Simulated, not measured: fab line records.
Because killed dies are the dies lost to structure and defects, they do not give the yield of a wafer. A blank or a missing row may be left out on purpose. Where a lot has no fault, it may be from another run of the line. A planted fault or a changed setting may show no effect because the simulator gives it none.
Comparing a struck lot with a sound one    flow ritCmos    18 steps out of a route of 202
Sound: wafers L872.1, L872.2, L872.6. Struck: wafers L886.2, L886.3, L886.5. At the end, the cause is stated.
Per side, at each step with rows, come the tool, then ch with its chambers, and then its first start. Under that, the readings that differ: sound wafers    struck wafers    difference of the means    sigmas: that difference in standard deviations of wafers without a fault.
alike: readings whose means differ by less than 2 such deviations, and words and numbers that are the same on both sides. not compared: withheld readings, readings that some wafer has no value for, bounds like >300 that may hide the same value, and numbers for which the record gives no deviation and whose values overlap.
A row with sigmas, a row that says differs or no value, or rows on one side alone: a step with any of these is where the two part. When numbers do not overlap yet have no deviation, they are printed without sigmas and do not part them. A reading that every wafer of one side lacks parts them only if that side has two wafers or more.

first, 1 step without rows for these wafers: RIT_GATE_CLEAN_04 (cleans in dHF, time 60 s).
RIT_FOX2_THK_MEAS_91:
  sound on filmMetro-01 at day 3 20:11; struck on filmMetro-03 at day 6 23:38
  alike: FIELD_OXIDE_LEFT_2_THK
then, 2 steps without rows for these wafers: RIT_GATE_OXIDATION_05 (target thk 3 nm, ox time 270 s); RIT_GATE_ANNEAL_06 (time 600 s).
RIT_GATE_THK_MEAS_07:
  sound on filmMetro-04 at day 3 23:44; struck on filmMetro-03 at day 7 12:00
  alike: GATE_OXIDE_THK
then, 1 step without rows for these wafers: RIT_GATE_CVD_08 (deposits poly-Si from SiH4, target thk 250 nm, time 2220 s).
RIT_GATE_THK_MEAS_09:
  sound on filmMetro-03 at day 4 01:25; struck on filmMetro-03 at day 7 13:41
  alike: GATE_POLY_THK
then, 5 steps without rows for these wafers: RIT_GATE_HMDS_10 (prime time 60 s); RIT_GATE_COAT_11 (resist thk 850 nm); RIT_GATE_SOFTBAKE_12 (time 60 s); RIT_GATE_EXPOSE_13 (exposes mask M6, target cd 150 nm); RIT_GATE_PEB_14.
RIT_GATE_DEVELOP_15: develop time 50 s.
  sound on lithoTrack-02 ch 0, day 4 02:00; struck on lithoTrack-04 ch 0, day 7 14:00
RIT_GATE_OVL_MEAS_17:
  sound on overlay-02 at day 4 02:26; struck on overlay-01 at day 7 15:04
  alike: GATE_OVL
then, 1 step without rows for these wafers: RIT_GATE_HARDBAKE_18 (time 60 s).
RIT_GATE_ETCH_19: etches poly-Si in SF6/CHF3/O2, stops on SiO2, time 165 s, target depth 312.5 nm.
  sound on rieSi-01 ch 0,1,2, day 4 02:38; struck on rieSi-02 ch 0,1,3, day 7 15:15
  alike: drypumpMotorCurrentA, oesProductAu, throttleValvePct
  not compared: rfHoursCounterH
RIT_GATE_STRIP_20: strips in O2, time 180 s.
  sound on plasmaAsher-01 ch 0,1, day 4 02:44; struck on plasmaAsher-01 ch 0,1, day 7 15:22
  alike: drypumpMotorCurrentA, rfReflPowerW
  not compared: rfHoursCounterH
RIT_M1_PROBE_99:
  sound on prober-02 at day 4 22:36; struck on prober-01 at day 8 13:43
reading           sound  struck       difference  sigmas
killedAtFrontEnd  7 5 6  264 264 264  +258        +96
killedDies        7 5 6  264 264 264  +258        +96
killedOnRim       2 0 1  70 70 70     +69         +49
  alike: killedOpen, killedShort

== WHERE THEY PART ==
At RIT_M1_PROBE_99 and nowhere else, as far as this record goes.

WHY: what the simulator had put in
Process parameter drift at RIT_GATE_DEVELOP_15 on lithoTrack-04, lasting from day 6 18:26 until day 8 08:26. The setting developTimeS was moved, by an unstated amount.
